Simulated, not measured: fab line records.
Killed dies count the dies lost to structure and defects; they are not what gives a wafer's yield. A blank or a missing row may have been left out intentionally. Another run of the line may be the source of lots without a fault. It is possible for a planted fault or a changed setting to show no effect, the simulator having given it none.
Struck lot and sound lot, side by side | flow rit cmos | 15 out of 202 route steps
Sound: the wafers L135.2, L135.3, L135.6. The struck wafers were L142.4, L142.5, L142.6. The cause is given at the end.
Each step with rows lists, per side, the tool, then ch with its chambers, then its first start. Under that, the readings that differ: sound wafers | struck wafers | difference of the means | sigmas: that difference in standard deviations of wafers without a fault.
alike: readings with means less than 2 such deviations apart, plus words and numbers identical on both sides. not compared: withheld readings, readings lacking a value on some wafer, bounds such as >300 that could conceal the same value, and numbers that have no deviation in the record and whose values overlap.
The two part at a step that has a row with sigmas, a row that says differs or no value, or rows on one side only. Non-overlapping numbers with no deviation appear without sigmas and do not part them. A reading missing from all wafers of one side parts the sides only when that side holds two or more wafers.

first, 2 steps without rows for these wafers: RIT_SPACER_CLEAN_02 (cleans in SC2, time 600 s); RIT_SPACER_CVD_03 (deposits Si3N4 from SiH2Cl2/NH3, target thk 250 nm, time 3300 s).
RIT_SPACER_THK_MEAS_04:
  struck on film metro-04, day 5 20:19; sound on film metro-03, day 4 14:19
  alike: SPACER_NITRIDE_THK
RIT_SPACER_ETCHBACK_05: etches Si3N4 in SF6/CHF3, stops on SiO2, target depth 250 nm, time 240 s.
  sound on rie diel-03 ch 1,3, day 4 14:22; struck on rie diel-01 ch 0,3, day 5 20:20
  alike: drypump motor current A, oes product au, throttle valve pct
  not compared: rf hours counter h
then, 6 steps without rows for these wafers: RIT_NSD_HMDS_00 (prime time 60 s); RIT_NSD_COAT_01 (resist thk 1000 nm); RIT_NSD_SOFTBAKE_02 (time 60 s); RIT_NSD_EXPOSE_03 (exposes mask M9, target cd 40700 nm); RIT_NSD_PEB_04; RIT_NSD_DEVELOP_05 (develop time 50 s).
RIT_NSD_OVL_MEAS_06:
  struck on overlay-02, day 5 21:29; sound on overlay-01, day 4 15:22
  alike: NSD_OVL
then, 1 step without rows for these wafers: RIT_NSD_HARDBAKE_07 (time 60 s).
RIT_NSD_IMPLANT_08:
  sound on implanter-04 ch 0, day 4 15:34; struck on implanter-02 ch 0, day 5 21:44
  reading                   | sound                | struck               | difference | sigmas
  beam energy keV           | 24.991 25.005 25.000 | 24.094 24.101 24.104 | -0.899     | -99 or more
  model.implant.rp nm (nm)  | 31.92 31.92 31.92    | 31.19 31.19 31.19    | -0.73      |
  model.implant.drp nm (nm) | 14.84 14.84 14.84    | 14.51 14.51 14.51    | -0.33      |
RIT_NSD_STRIP_09: strips in O2, time 180 s.
  sound on plasma asher-04 ch 0,1, day 4 15:42; struck on plasma asher-04 ch 0,1, day 5 21:52
  alike: drypump motor current A
  not compared: rf hours counter h
RIT_M1_PROBE_99:
  struck on prober-02, day 6 07:40; sound on prober-02, day 5 01:31
  alike: killed at contacts, killed at front end, killed dies, killed open, killed short

== WHERE THEY PART ==
RIT_NSD_IMPLANT_08 only, going by this record. Later steps at which nothing parts them and some readings are alike: RIT_NSD_STRIP_09, RIT_M1_PROBE_99.

WHY: what had been put in by the simulator
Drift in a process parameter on implanter-02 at RIT_NSD_IMPLANT_08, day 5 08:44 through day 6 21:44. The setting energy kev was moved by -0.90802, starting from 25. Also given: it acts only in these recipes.
